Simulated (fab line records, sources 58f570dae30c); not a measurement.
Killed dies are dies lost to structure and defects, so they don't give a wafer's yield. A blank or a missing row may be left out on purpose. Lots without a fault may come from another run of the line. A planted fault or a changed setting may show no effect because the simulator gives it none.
fab line records | flow berkeley_cmos170
record lots=7 wafers=21 last_day=11
route steps=331 shown FIELD@96 SACOX@97 SCREENOX@100 NVT@104
lots that met no fault: from a run of the same line without faults
start_h: hours from the record's first day to the start of the lot's first wafer shown | wait_h: hours since the lot's step before | " the same as in the row above | L1.1+2: a row that stands for several wafers | - no value, or no start given | * or withheld: withheld | < > ~ a bound
route shown NAME@n: a module of which the file shows steps, and the number in the route of the first | usual: mean/standard deviation of fault-free wafers | same: alike in all rows | chamber/n: place in a boat | sites: the reading at each site | _std_site: their standard deviation | _edge_site: outer sites' mean less inner sites' | radius_mm: how far each site lies from the wafer's centre | mask NAME#n: copy n | behind: the tool/chamber that last shaped the wafer | hold: why the lot was held/for how many hours/how that ended | device: the transistor (n, p or np) that didn't switch | end of line: the same wafers' tests at the end of the route | a step without rows: its recipe alone | killed: dies lost to structure and defects at the first sort, not the wafer's yield | map: a wafer's dies, x killed, . not, _ none there
set.NAME: the setting as run; set.NAME@STEP: as run at that earlier step | model.NAME: the simulator's own value behind a step, which no gauge read
lots at some steps of the route; a table a step, a row a wafer
## steps
# step UCB170_FIELD_THK_MEAS_90
# recipe reads=SiO2_of_FIELD_OXIDATION_01
# usual FIELD_OXIDE_LEFT_1_THK=441/8.5
# columns lot.wafer tool chamber start_h wait_h FIELD_OXIDE_LEFT_1_THK[nm]
L535.1 film_metro-02 - 92.63 0.0 459
L535.2 " - " " 458
L535.6 " - " " 463
L546.1 film_metro-03 - 150.69 0.0 441
L546.3 " - " " 449
L546.6 " - " " 439
L548.1 film_metro-04 - 157.36 0.0 439
L548.2 " - " " 442
L548.5 " - " " 446
L547.2 film_metro-03 - 157.37 0.0 445
L547.4 " - " " 452
L547.5 " - " " 453
L551.2 film_metro-03 - 178.71 0.0 444
L551.3 " - " " 442
L551.6 " - " " 450
L554.3 film_metro-04 - 183.84 0.0 450
L554.4 " - " " 461
L554.5 " - " " 450
L555.3 film_metro-04 - 196.84 0.0 441
L555.4 " - " " 442
L555.6 " - " " 442
# step UCB170_SACOX_CLEAN_00
# recipe chemistry=dHF dilution=25:1 time_s=7.5
# step UCB170_SACOX_OXIDATION_01
# recipe temp_c=900 ambient=O2 target_thk_a=144 ox_time_s=2400
# step UCB170_SACOX_THK_MEAS_02
# recipe reads=SiO2_of_SACOX_OXIDATION_01
# usual SACOX_OXIDE_THK=14.33/0.29
# columns lot.wafer tool chamber start_h wait_h SACOX_OXIDE_THK[nm]
L535.1 film_metro-01 - 97.99 0.0 14.89
L535.2 " - " " 14.88
L535.6 " - " " 14.89
L546.1 film_metro-01 - 155.24 0.0 14.16
L546.3 " - " " 14.23
L546.6 " - " " 14.16
L547.2 film_metro-04 - 160.60 0.0 14.47
L547.4 " - " " 14.56
L547.5 " - " " 14.62
L548.1 film_metro-03 - 160.76 0.2 14.27
L548.2 " - " " 14.15
L548.5 " - " " 13.90
L551.2 film_metro-01 - 181.99 0.0 13.85
L551.3 " - " " 14.26
L551.6 " - " " 14.05
L554.3 film_metro-04 - 186.18 0.0 14.35
L554.4 " - " " 14.06
L554.5 " - " " 14.31
L555.3 film_metro-04 - 200.71 0.0 13.89
L555.4 " - " " 13.96
L555.6 " - " " 14.03
# step UCB170_SCREENOX_WET_ETCH_00
# recipe chemistry=dHF dilution=25:1 target=SiO2 temp_c=25 time_s=200
# step UCB170_SCREENOX_OXIDATION_01
# recipe temp_c=900 ambient=O2 target_thk_a=144 ox_time_s=2400
# step UCB170_SCREENOX_THK_MEAS_02
# recipe reads=SiO2_of_SCREENOX_OXIDATION_01
# usual SCREENOX_OXIDE_THK=14.38/0.23
# columns lot.wafer tool chamber start_h wait_h SCREENOX_OXIDE_THK[nm]
L535.1 film_metro-02 - 104.28 0.0 14.65
L535.2 " - " " 14.42
L535.6 " - " " 14.56
L546.1 film_metro-04 - 159.40 0.0 14.12
L546.3 " - " " 14.08
L546.6 " - " " 13.99
L548.1 film_metro-04 - 163.65 0.0 14.34
L548.2 " - " " 14.49
L548.5 " - " " 14.32
L547.2 film_metro-02 - 163.66 0.0 14.41
L547.4 " - " " 14.37
L547.5 " - " " 14.26
L551.2 film_metro-02 - 185.80 0.0 14.36
L551.3 " - " " 14.47
L551.6 " - " " 14.49
L554.3 film_metro-01 - 188.83 0.0 14.05
L554.4 " - " " 14.22
L554.5 " - " " 14.21
L555.3 film_metro-04 - 204.43 0.0 14.71
L555.4 " - " " 14.70
L555.6 " - " " 14.79
# step UCB170_SCREENOX_ANNEAL_03
# recipe temp_c=900 time_s=900 ambient=N2
# step UCB170_NVT_HMDS_00
# recipe prime_time_s=60 prime_temp_c=100
# step UCB170_NVT_COAT_01
# recipe resist=KrF spin_rpm=1500 resist_thk_nm=900
# step UCB170_NVT_SOFTBAKE_02
# recipe resist=KrF temp_c=130 time_s=60
# step UCB170_NVT_EXPOSE_03
# recipe mask_id=PWELL target_cd_nm=3000 na=0.5 sigma_outer=0.6 source_shape=conventional dose_mj=30
# step UCB170_NVT_PEB_04
# recipe peb_temp_c=130 peb_time_s=withheld resist=KrF
# usual chill_plate_temp_C=23.00/0.093 exhaust_pa=45.2/0.91
# columns lot.wafer tool chamber start_h wait_h chill_plate_temp_C exhaust_pa
L535.1 litho_track-04 0 109.89 0.4 23.08 44.8
L535.2 " 0 " " 23.05 43.9
L535.6 " 0 " " 23.11 44.7
L546.1 litho_track-04 - 162.31 0.1 - -
L546.3 " - " " - -
L546.6 " - " " - -
L547.2 litho_track-04 - 168.33 0.9 - -
L547.4 " - " " - -
L547.5 " - " " - -
L548.1 litho_track-02 - 168.47 0.9 - -
L548.2 " - " " - -
L548.5 " - " " - -
L551.2 litho_track-04 0 190.00 0.6 23.03 45.9
L551.3 " 0 " " 23.15 45.0
L551.6 " 0 " " 22.99 44.2
L554.3 litho_track-02 0 193.39 0.8 23.20 46.2
L554.4 " 0 " " 23.00 46.6
L554.5 " 0 " " 23.06 46.3
L555.3 litho_track-02 0 209.34 0.1 22.98 44.1
L555.4 " 0 " " 22.93 44.3
L555.6 " 0 " " 22.87 44.6
# step UCB170_NVT_DEVELOP_05
# recipe developer=TMAH develop_time_s=45 resist=KrF dev_temp_c=21
## key
first_sign step=UCB170_NVT_PEB_04 reading=tool_record direction=missing
effect none on later readings
met_at UCB170_NVT_PEB_04
struck_wafers L546.1,L546.3,L546.6,L547.2,L547.4,L547.5,L548.1,L548.2,L548.5
sort_left_out L546.1,L546.3,L546.6,L547.2,L547.4,L547.5,L548.1,L548.2,L548.5
tester_left_out L546,L547,L548
onset_between 109.89 162.31
fault kind=skipped_step_whole tool=litho_track-02,litho_track-04 chamber=- onset_h=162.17 steps=UCB170_NVT_PEB_04 scope=struck_lots_only
# tester_left_out: of these lots the tester's yield and bins aren't shown, on N5 and GAA mostly nor the transistor test; their killed dies are dies lost to structure and defects alone, not to doping, threshold or leakage, so they don't give the yield
# sort_left_out: the simulated sort isn't trusted on such a fault, so these wafers' sort isn't shown, and their yield isn't known
